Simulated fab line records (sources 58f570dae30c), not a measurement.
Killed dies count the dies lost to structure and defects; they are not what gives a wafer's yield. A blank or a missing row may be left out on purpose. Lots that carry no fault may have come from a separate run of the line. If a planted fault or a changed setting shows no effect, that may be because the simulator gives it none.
2 desks looking at one fault :: flow berkeley-cmos170 :: each desk holds nothing but its own numbers, with what lay behind them at the end

## FOR THE TOOL OWNER'S DESK: implanter-02
For each lot that ran on this tool, the mean over its sampled wafers that have a number, from the tool's own readings at UCB170_NSD_IMPLANT_08. Marked OUT: a lot whose mean sits more than 4 standard deviations from the usual mean, which makes it out of limits; the brackets give that distance.
Columns: A = tilt-deg at UCB170_NSD_IMPLANT_08, usual 7.000 degrees
lot: L794
first seen here: day 7 09:17
A: 7.011

lot: L798
first seen here: day 8 16:37
A: 7.001

lot: L800
first seen here: day 9 11:01
A: 7.007

lot: L803
first seen here: day 9 23:31
A: 6.991

lot: L804
first seen here: day 10 03:31
A: 5.485 (-72) OUT

lot: L808
first seen here: day 11 04:11
A: 5.532 (-70) OUT
This desk finds L804, L808 out of limits, L804 being first, at day 10 03:31 (tilt-deg at UCB170_NSD_IMPLANT_08). L794, L798, L800, L803 stayed within limits.

## THE METROLOGY DESK
What the gauges read for every lot (on any tool): the sampled wafers with a number, averaged. Marked OUT: a lot whose mean sits more than 4 standard deviations from the usual mean, which makes it out of limits; the brackets give that distance.
Columns: A = cd-nm at UCB170_PSD_CD_MEAS_06, usual 1200.2 nm; B = NSD_RS at UCB170_SDANNEAL_RS_MEAS_03, usual 37.25 ohm/sq
lot: L790
first seen here: day 6 15:08
A: 1202.0
B: 37.26

lot: L791
first seen here: day 7 03:15
A: 1201.3
B: 37.13

lot: L794
first seen here: day 7 07:17
A: 1200.8
B: 37.34

lot: L792
first seen here: day 7 07:28
A: 1200.6
B: 37.12

lot: L795
first seen here: day 8 13:03
A: 1201.2
B: 37.31

lot: L798
first seen here: day 8 13:16
A: 1199.0
B: 37.25

lot: L800
first seen here: day 9 06:46
A: 1199.4
B: 37.09

lot: L803
first seen here: day 9 20:48
A: 1201.6
B: 37.24

lot: L805
first seen here: day 10 00:51
A: 1200.9
B: 37.23

lot: L801
first seen here: day 10 01:06
A: 1198.4
B: 37.24

lot: L804
first seen here: day 10 01:13
A: 1201.3
B: -

lot: L806
first seen here: day 11 01:00
A: 1198.0
B: 37.19

lot: L808
first seen here: day 11 01:25
A: 1203.9
B: -

lot: L812
first seen here: day 12 00:25
A: 1198.7
B: 37.21
Result from this desk: across the 14 lots, nothing is out of limits.

## PUT TOGETHER
An alarm could have come from the tool owner's desk at day 10 03:31, on L804, L808.
Metrology desk: nothing out of limits seen.
The metrology desk holds a record of L804, L808, inside its limits.
Of the lots named, all ran UCB170_NSD_IMPLANT_08 on implanter-02.

## WHAT THE SIMULATOR HAD INSERTED
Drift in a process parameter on implanter-02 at UCB170_NSD_IMPLANT_08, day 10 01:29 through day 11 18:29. A move of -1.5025 in setting tilt-deg, from 7. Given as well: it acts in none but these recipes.
Struck lots among those shown: L804, L808.
How many hours passed from the start of the fault until each desk's first out-of-limits reading: the tool owner's desk, 2.
